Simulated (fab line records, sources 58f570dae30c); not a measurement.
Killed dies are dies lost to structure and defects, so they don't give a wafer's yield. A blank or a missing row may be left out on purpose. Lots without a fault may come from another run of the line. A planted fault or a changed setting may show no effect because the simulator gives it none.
Problem report in the 8D (eight disciplines) form, filled by code | flow berkeley_cmos170 | the parts of the form that need people (team, actions taken, sign-off) are left out

1. THE PROBLEM
V1_POLISHED_THK at UCB170_V1_THK_MEAS_04 reads a mean of 749.9 nm on 1 wafer of 1 lot; wafers without a fault read 1000.2 nm with a standard deviation of 1. That is -99 or more standard deviations from the usual mean.
First seen on wafer L122.5, day 10 03:34, on film_metro-02. The record holds 39 wafers of 13 lots with a number at this step. Rule for "out", or "out of limits": more than 4 standard deviations from the usual mean. The other wafers with a number count as sound.

2. WHAT IT IS AND WHAT IT IS NOT
question                    | is                | is not
which readings at this step | V1_POLISHED_THK   | -
which lots                  | L122              | L108, L109, L110, L111, L112, L113, L117, L118, L119, L120, L124, L131
which wafers of those lots  | L122.5            | L122.1, L122.6
read on which gauges        | film_metro-02     | film_metro-01
when                        | from day 10 03:34 | up to then (32 sound wafers); but 6 sound wafers of L124, L131 came after

3. SUSPECTS, AND WHAT RULES EACH OUT
Counting: a tool at a process step up to the reading stays a suspect if it ran every lot that is out. Sound lots after the first of them don't rule it out here, since some wafers of a struck lot are sound.
- the gauge at UCB170_V1_THK_MEAS_04: ruled out. All the wafers that are out were read on film_metro-02, but those of them that UCB170_V1_ETCH_14 has rows for are out there too, on other tools.
- cmp-01 at UCB170_V1_CMP_02 (polishes SiO2): kept. It ran the lot that is out, L122 (day 10 03:18); its last sound lot up to then is L119 (day 9 16:58).
- Within cmp-01 at UCB170_V1_CMP_02: the wafers that are out ran in chamber 0; their sound lot-mates ran in chambers 2, 3.
Left after counting: cmp-01 at UCB170_V1_CMP_02.

4. THE CAUSE (what the simulator had put in)
Process parameter drift: cmp-01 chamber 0, from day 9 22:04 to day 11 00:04, at UCB170_V1_CMP_02. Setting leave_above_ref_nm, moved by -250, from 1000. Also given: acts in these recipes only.
Counting left only this tool.

5. THE CHAIN OF EFFECTS, in route order
Each row: a reading whose mean over the struck wafers that have a number lies more than 3 standard deviations from the usual. Only readings for which the record gives a usual standard deviation are gone through. hours: the time from each lot's start at the first step in this table that gives one to its start at this step, as a median over the lots. sigmas: the change in usual standard deviations.
hours | step                  | reading         | usual      | on struck wafers | change | sigmas
0     | UCB170_V1_THK_MEAS_04 | V1_POLISHED_THK | 1000.2 nm  | 749.9            | -250.3 | -99 or more
1     | UCB170_V1_ETCH_14     | oes_product_au  | 0.884 a.u. | 0.752            | -0.132 | -9.4
The process steps in it:
- UCB170_V1_ETCH_14: etches SiO2 in CHF3/CF4/Ar, stops on Al, target depth 1250 nm, time 291 s.
Later measuring or inspecting steps at which every struck wafer that the step has a row for has a number for every such reading, and none has moved that far: UCB170_M2_RS_MEAS_02, UCB170_M2_CD_MEAS_15.

6. WHAT WOULD HAVE CAUGHT IT SOONER
In this record the first reading out of limits at a measuring or inspecting step was taken at day 10 03:34, 6 hours after the fault began at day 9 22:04.
Of the tool readings at UCB170_V1_CMP_02 for which the record gives a usual standard deviation, none was out on any struck wafer, so an alarm limit of 4 standard deviations on them would not have fired.
All the lots that are out (1) had begun UCB170_V1_CMP_02 on cmp-01 by day 10 03:34. A hold on the tool at that time would have spared none of them.
